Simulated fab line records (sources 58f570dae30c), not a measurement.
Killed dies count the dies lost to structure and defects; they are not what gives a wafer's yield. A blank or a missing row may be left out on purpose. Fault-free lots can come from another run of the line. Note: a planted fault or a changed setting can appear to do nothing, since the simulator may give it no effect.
The same fault as seen by 2 desks :: flow berkeley_cmos170 :: only its own numbers are on each desk; what lay behind them is given at the end

## METROLOGY DESK
Lot by lot, what the gauges showed, no matter which tool ran the lot: averages of those sampled wafers that carry a number. A lot is out of limits, marked OUT, if its mean lies more than 4 standard deviations from the usual mean; the brackets give that distance.
Columns: A = cd_nm at UCB170_CONTACT_CD_MEAS_90, usual 700.2 nm; B = V2_OVL at UCB170_V2_OVL_MEAS_13, usual 1 nm
lot: L901
first seen here: day 8 10:02
A: 702.5
B: 4

lot: L902
first seen here: day 8 12:11
A: 700.3
B: 6

lot: L903
first seen here: day 8 16:26
A: 701.2
B: -3

lot: L904
first seen here: day 8 17:01
A: 700.7
B: -2

lot: L905
first seen here: day 9 16:06
A: 699.8
B: -7

lot: L910
first seen here: day 10 10:24
A: 698.5
B: -4

lot: L912
first seen here: day 11 03:37
A: 701.2
B: 4

lot: L911
first seen here: day 11 05:30
A: 698.9
B: -2

lot: L915
first seen here: day 12 00:53
A: 701.1
B: 9

lot: L920
first seen here: day 12 15:47
A: 699.7
B: -7

lot: L917
first seen here: day 12 18:35
A: 700.5
B: 2

lot: L918
first seen here: day 12 18:57
A: 701.4
B: 0

lot: L922
first seen here: day 12 19:16
A: 701.9
B: 2

lot: L923
first seen here: day 13 06:59
A: 703.1
B: 1
This desk's verdict: no lot among the 14 shows anything out of limits.

## THE TOOL OWNER'S DESK: rie_diel-02
The tool's own readings at UCB170_ZERO_ETCH_06 (etches SiO2 in CHF3/CF4/Ar, time 12 s): means of the sampled wafers that have a number, for each lot that ran on this tool. A lot is out of limits, marked OUT, if its mean lies more than 4 standard deviations from the usual mean; the brackets give that distance.
Columns: A = CHF3_flow_sccm at UCB170_ZERO_ETCH_06, usual 50.00 sccm; B = drypump_motor_current_A at UCB170_ZERO_ETCH_06, usual 6.1 A; C = oes_product_au at UCB170_ZERO_ETCH_06, usual 0.619 a.u.; D = throttle_valve_pct at UCB170_ZERO_ETCH_06, usual 9.19 %
lot: L901
first seen here: day 1 22:17
A: 49.99
B: 6.1
C: 0.617
D: 9.05

lot: L902
first seen here: day 1 23:49
A: 50.02
B: 6.1
C: 0.619
D: 9.06

lot: L904
first seen here: day 2 09:41
A: 50.07
B: 6.2
C: 0.619
D: 9.13

lot: L911
first seen here: day 3 22:22
A: 50.08
B: 6.2
C: 0.620
D: 9.14

lot: L912
first seen here: day 4 06:16
A: 50.02
B: 6.3
C: 0.624
D: 9.20

lot: L915
first seen here: day 4 21:09
A: 49.87
B: 6.3
C: 0.620
D: 9.12

lot: L918
first seen here: day 5 09:35
A: 49.84
B: 6.1
C: 0.622
D: 9.05
This desk's verdict: no lot among the 7 shows anything out of limits.

## TAKEN TOGETHER
Metrology desk: nothing out of limits seen.
Nothing out of limits was seen by the tool owner's desk.

## WHAT THE SIMULATOR PUT IN
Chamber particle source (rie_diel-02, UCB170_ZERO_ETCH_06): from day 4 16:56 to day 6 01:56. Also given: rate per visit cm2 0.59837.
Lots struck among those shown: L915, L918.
